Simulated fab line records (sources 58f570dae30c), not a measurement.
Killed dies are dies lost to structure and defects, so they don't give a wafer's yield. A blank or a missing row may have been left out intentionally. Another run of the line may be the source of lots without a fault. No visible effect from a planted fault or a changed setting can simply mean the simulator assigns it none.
Chamber matching / flow berkeleyCmos170 / 3 sister chambers for UCB170_V2_CVD_00 on pecvd-03
The step deposits SiO2 from TEOS/O2, target thk 2000 nm, time 250 s. 14 wafers are shown with their chamber, then 7 later ones without.

## WAFERS, EACH WITH ITS CHAMBER
wafer=L237.2; chamber=0; heaterPowerW (W)=224; rfFwdPowerW (W)=547.7
wafer=L237.3; chamber=1; heaterPowerW (W)=203; rfFwdPowerW (W)=551.7
wafer=L237.4; chamber=1; heaterPowerW (W)=158; rfFwdPowerW (W)=550.9
wafer=L238.1; chamber=0; heaterPowerW (W)=205; rfFwdPowerW (W)=550.4
wafer=L238.2; chamber=1; heaterPowerW (W)=174; rfFwdPowerW (W)=548.3
wafer=L238.3; chamber=2; heaterPowerW (W)=255; rfFwdPowerW (W)=551.3
wafer=L242.1; chamber=1; heaterPowerW (W)=205; rfFwdPowerW (W)=549.7
wafer=L242.2; chamber=2; heaterPowerW (W)=307; rfFwdPowerW (W)=550.0
wafer=L242.6; chamber=2; heaterPowerW (W)=251; rfFwdPowerW (W)=551.7
wafer=L245.2; chamber=1; heaterPowerW (W)=167; rfFwdPowerW (W)=551.5
wafer=L245.3; chamber=2; heaterPowerW (W)=341; rfFwdPowerW (W)=549.4
wafer=L245.4; chamber=0; heaterPowerW (W)=181; rfFwdPowerW (W)=548.9
wafer=L256.1; chamber=2; heaterPowerW (W)=344; rfFwdPowerW (W)=545.8
wafer=L256.2; chamber=1; heaterPowerW (W)=236; rfFwdPowerW (W)=546.8

SIGNATURES, as means of the wafers listed above
reading=heaterPowerW; chamber 0=203.33; chamber 1=190.50; chamber 2=299.60; scatter within a chamber=34.8
reading=rfFwdPowerW; chamber 0=549.000; chamber 1=549.817; chamber 2=549.640; scatter within a chamber=2.01
Rule: for a wafer and a chamber, the distance is found by dividing, reading by reading, the gap between the wafer's reading and the chamber's mean by the reading's scatter, squaring, summing and taking the root. If the next closest chamber is less than 2 further off than the closest, the wafer can't be placed; otherwise it belongs to the closest. The scatter is the square root of a quotient: the sum, over the shown wafers, of each reading's squared deviation from its chamber's mean, divided by wafers minus chambers.

## WAFERS WITH NO CHAMBER GIVEN
wafer=L256.3; heaterPowerW (W)=240; rfFwdPowerW (W)=549.0
wafer=L257.1; heaterPowerW (W)=253; rfFwdPowerW (W)=548.5
wafer=L257.3; heaterPowerW (W)=252; rfFwdPowerW (W)=549.8
wafer=L257.5; heaterPowerW (W)=332; rfFwdPowerW (W)=547.3
wafer=L258.2; heaterPowerW (W)=232; rfFwdPowerW (W)=550.3
wafer=L258.3; heaterPowerW (W)=348; rfFwdPowerW (W)=546.9
wafer=L258.4; heaterPowerW (W)=178; rfFwdPowerW (W)=547.6

## CHAMBER TAKEN BY EACH
wafer=L256.3; from the rows above=can't be placed: 0 or 1 or 2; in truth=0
wafer=L257.1; from the rows above=can't be placed: 0 or 2 or 1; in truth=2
wafer=L257.3; from the rows above=can't be placed: 2 or 0 or 1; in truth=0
wafer=L257.5; from the rows above=2; in truth=2
wafer=L258.2; from the rows above=can't be placed: 0 or 1 or 2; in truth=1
wafer=L258.3; from the rows above=2; in truth=2
wafer=L258.4; from the rows above=can't be placed: 0 or 1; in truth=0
Correctly placed: 2 of 7. Unplaceable from these rows: 5, with the true chamber sitting among the candidates in 5. 0 placed wrongly.
